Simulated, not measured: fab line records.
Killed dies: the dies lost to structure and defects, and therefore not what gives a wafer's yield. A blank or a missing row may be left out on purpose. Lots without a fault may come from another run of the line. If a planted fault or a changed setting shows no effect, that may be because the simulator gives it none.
A struck lot beside a sound one -- flow rit cmos -- 35 steps out of a route of 202
Sound: the wafers L114.1, L114.3, L114.5. The struck wafers were L121.1, L121.4, L121.6. The cause is given at the end.
Per side, at each step with rows, come the tool, then ch with its chambers, and then its first start. Under that, the readings that differ: sound wafers -- struck wafers -- difference of the means -- sigmas: that difference in standard deviations of wafers without a fault.
alike: words and numbers the same on both sides, and readings whose means are apart by under 2 such deviations; not compared: readings that were withheld, readings missing a value for some wafer, numbers with overlapping values and no deviation given by the record, and bounds like >300 which may hide the same value.
The two part at a step that has a row with sigmas, a row that says differs or no value, or rows on one side only. Numbers that don't overlap but have no deviation are shown without sigmas and don't part them. Lack of a reading on every wafer of one side parts them only where that side has two or more wafers.

first, 3 steps without rows for these wafers: RIT_PWELL_EXPOSE_03 (exposes mask M3, target cd 43700 nm); RIT_PWELL_PEB_04; RIT_PWELL_DEVELOP_05 (develop time 68 s).
RIT_PWELL_OVL_MEAS_06:
  sound: overlay-01 at day 2 16:52; struck: overlay-01 at day 4 07:05
  alike: PWELL_OVL
then, 2 steps without rows for these wafers: RIT_PWELL_HARDBAKE_07 (time 120 s); RIT_PWELL_IMPLANT_08.
RIT_PWELL_STRIP_09: strips in O2, time 180 s.
  sound on plasma asher-01 ch 0, day 2 17:18; struck on plasma asher-01 ch 0,1, day 4 07:32
  alike: chamber pressure mTorr, drypump motor current A
  not compared: rf hours counter h
RIT_PWELL_TW_MEAS_10:
  sound: film metro-04 at day 2 17:28; struck: film metro-03 at day 4 07:42
  alike: PWELL_TW
then, 1 step without rows for these wafers: RIT_WELLDRIVE_ANNEAL_00 (time 14700 s).
RIT_WELLDRIVE_RS_MEAS_01: measures by four-point-probe.
  sound: film metro-02 at day 2 22:37; struck: film metro-02 at day 4 12:50
  alike: NWELL_RS
RIT_WELLDRIVE_RS_MEAS_02: measures by four-point-probe.
  sound: film metro-02 at day 2 22:44; struck: film metro-02 at day 4 12:58
  alike: PWELL_RS
then, 1 step without rows for these wafers: RIT_NRETRO_HMDS_00 (prime time 60 s).
RIT_NRETRO_COAT_01: resist thk 1300 nm.
  sound on litho track-01 ch 0, day 2 23:22; struck on litho track-01, day 4 13:14
  no value came back on the struck wafers for chill plate temp C (C), dispense pressure kPa (kPa); on the sound wafers chill plate temp C (C) reads 22.97 22.90 22.93
then, 4 steps without rows for these wafers: RIT_NRETRO_SOFTBAKE_02 (time 60 s); RIT_NRETRO_EXPOSE_03 (exposes mask M4, target cd 43900 nm); RIT_NRETRO_PEB_04; RIT_NRETRO_DEVELOP_05 (develop time 68 s).
RIT_NRETRO_OVL_MEAS_06:
  sound: overlay-01 at day 3 00:20; struck: overlay-01 at day 4 13:58
reading,sound,struck,difference,sigmas
NRETRO_OVL (nm),1.9 1.7 2.0,- - -,no value on the struck wafers,
then, 2 steps without rows for these wafers: RIT_NRETRO_HARDBAKE_07 (time 120 s); RIT_NRETRO_IMPLANT_08.
RIT_NRETRO_STRIP_09: strips in O2, time 180 s.
  sound on plasma asher-02 ch 0,1, day 3 00:46; struck on plasma asher-02 ch 0,1, day 4 14:24
  alike: chamber pressure mTorr, drypump motor current A
  not compared: rf hours counter h
RIT_NRETRO_TW_MEAS_10:
  sound: film metro-03 at day 3 00:56; struck: film metro-03 at day 4 14:34
  alike: NRETRO_TW
then, 6 steps without rows for these wafers: RIT_PRETRO_HMDS_00 (prime time 60 s); RIT_PRETRO_COAT_01 (resist thk 1300 nm); RIT_PRETRO_SOFTBAKE_02 (time 60 s); RIT_PRETRO_EXPOSE_03 (exposes mask M5, target cd 43700 nm); RIT_PRETRO_PEB_04; RIT_PRETRO_DEVELOP_05 (develop time 68 s).
RIT_PRETRO_OVL_MEAS_06:
  sound: overlay-01 at day 3 02:00; struck: overlay-02 at day 4 15:38
  alike: PRETRO_OVL
then, 2 steps without rows for these wafers: RIT_PRETRO_HARDBAKE_07 (time 120 s); RIT_PRETRO_IMPLANT_08.
RIT_PRETRO_STRIP_09: strips in O2, time 180 s.
  sound on plasma asher-04 ch 0,1, day 3 02:26; struck on plasma asher-03 ch 0,1, day 4 16:05
  alike: chamber pressure mTorr, drypump motor current A
  not compared: rf hours counter h
RIT_PRETRO_TW_MEAS_10:
  sound: film metro-02 at day 3 02:37; struck: film metro-04 at day 4 16:15
reading,sound,struck,difference,sigmas
PRETRO_TW,480 480 479,1088 1092 1095,+612,+99 or more
then, 1 step without rows for these wafers: RIT_GATE_WET_ETCH_00 (etches SiO2 in BOE, target depth 56 nm, time 60 s).
RIT_M1_PROBE_99:
  rows exist in the record for the struck wafers here (prober-02, day 5 19:20), but not for the sound ones

## WHERE THEY PART
Earliest at RIT_NRETRO_COAT_01; latest, in this record, at RIT_M1_PROBE_99.

WHY: the cause the simulator had injected
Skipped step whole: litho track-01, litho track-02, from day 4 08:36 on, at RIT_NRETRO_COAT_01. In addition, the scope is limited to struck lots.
